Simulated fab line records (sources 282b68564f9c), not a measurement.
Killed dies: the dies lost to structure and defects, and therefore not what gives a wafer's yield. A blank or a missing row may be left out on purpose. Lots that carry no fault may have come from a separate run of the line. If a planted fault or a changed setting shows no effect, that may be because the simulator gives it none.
Split-lot study ; flow ritCmos ; on a route of 202 steps: 5 lots, 23 wafers read

== THE SPLIT ==
At RIT_GATE_CVD_08 (deposits poly-Si from SiH4, target thk 250 nm, time 2220 s), the setting tempC was moved away from the recipe's 610 C on 15 of the 23 wafers read, by -2.7% to +1.0%. This setting was run at the recipe's value on the other wafers.

== FROM THE SPLIT TO THE READING: what the file shows between them, 6 steps ==
- RIT_GATE_THK_MEAS_09
- RIT_GATE_EXPOSE_13: exposes mask M6, target cd 150 nm (also split here: doseMj)
- RIT_GATE_PEB_14
- RIT_GATE_DEVELOP_15: develop time 50 s
- RIT_GATE_CD_MEAS_16: target cd 150 nm
- RIT_GATE_HARDBAKE_18: time 60 s

== THE READING ==
oesProductAu, in a.u., at RIT_GATE_ETCH_19 (etches poly-Si in SF6/CHF3/O2, stops on SiO2, time 159.1 s, target depth 312.5 nm). Fault-free wafers of this fab line usually give 0.875 a.u., standard deviation 0.011 a.u.

wafer;tool, chamber at the split;tempC as run, C;against the recipe;oesProductAu, a.u.;against lot-mates on the recipe
L074.1;-, -;616.3;+1.0%;0.960;no lot-mate on the recipe
L074.2;-, -;616.3;+1.0%;0.965;no lot-mate on the recipe
L074.3;-, -;616.3;+1.0%;0.971;no lot-mate on the recipe
L074.4;-, -;616.3;+1.0%;0.986;no lot-mate on the recipe
L074.6;-, -;616.3;+1.0%;0.976;no lot-mate on the recipe
L078.1;-, -;601.1;-1.5%;0.756;no lot-mate on the recipe
L078.2;-, -;601.1;-1.5%;0.759;no lot-mate on the recipe
L078.3;-, -;601.1;-1.5%;0.752;no lot-mate on the recipe
L078.5;-, -;601.1;-1.5%;0.749;no lot-mate on the recipe
L078.6;-, -;601.1;-1.5%;0.759;no lot-mate on the recipe
L079.1;lpcvd-01, 0;610;recipe;0.898;-
L079.4;lpcvd-01, 0;610;recipe;0.867;-
L079.6;lpcvd-01, 0;610;recipe;0.861;-
L082.1;-, -;610;recipe;0.864;-
L082.2;-, -;610;recipe;0.866;-
L082.3;-, -;610;recipe;0.880;-
L082.4;-, -;610;recipe;0.875;-
L082.6;-, -;610;recipe;0.867;-
L084.1;-, -;593.7;-2.7%;0.673;no lot-mate on the recipe
L084.2;-, -;593.7;-2.7%;0.679;no lot-mate on the recipe
L084.4;-, -;593.7;-2.7%;0.670;no lot-mate on the recipe
L084.5;-, -;593.7;-2.7%;0.663;no lot-mate on the recipe
L084.6;-, -;593.7;-2.7%;0.677;no lot-mate on the recipe

FIT RESULTS
A straight line over all 23 wafers: oesProductAu changes by +0.0801 a.u. for each +1% of tempC; r = +0.99; the points scatter about the line by 0.012 a.u.
Too few moved wafers have a lot-mate on the recipe to fit a line with each lot's own level taken away.

== THE WHOLE CHAIN: every reading that the file lists as answering this split, in the file's order ==
step;what it does;reading;change (the file's fit);r (the file's)
RIT_GATE_CVD_08;deposits poly-Si from SiH4, target thk 250 nm, time 2220 s;poly-Si_of_GATE_CVD_08.thkNm (the simulator's own value, which no gauge read);+32.9 nm for each +1% of the setting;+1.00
RIT_GATE_THK_MEAS_09;;GATE_POLY_THK;+32.9 for each +1% of the setting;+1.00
RIT_GATE_ETCH_19;etches poly-Si in SF6/CHF3/O2, stops on SiO2, time 159.1 s, target depth 312.5 nm;oesProductAu;+0.0801 a.u. for each +1% of the setting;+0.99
RIT_GATE_ETCH_19;etches poly-Si in SF6/CHF3/O2, stops on SiO2, time 159.1 s, target depth 312.5 nm;GATE.featureDepthNm (the simulator's own value, which no gauge read);+32.9 nm for each +1% of the setting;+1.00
RIT_GATE_ETCH_19;etches poly-Si in SF6/CHF3/O2, stops on SiO2, time 159.1 s, target depth 312.5 nm;etch.depthNm (the simulator's own value, which no gauge read);+32.9 nm for each +1% of the setting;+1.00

== THE FILE'S OWN FIT ==
oesProductAu changes by +0.0801 a.u. for each +1% of tempC, r = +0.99.
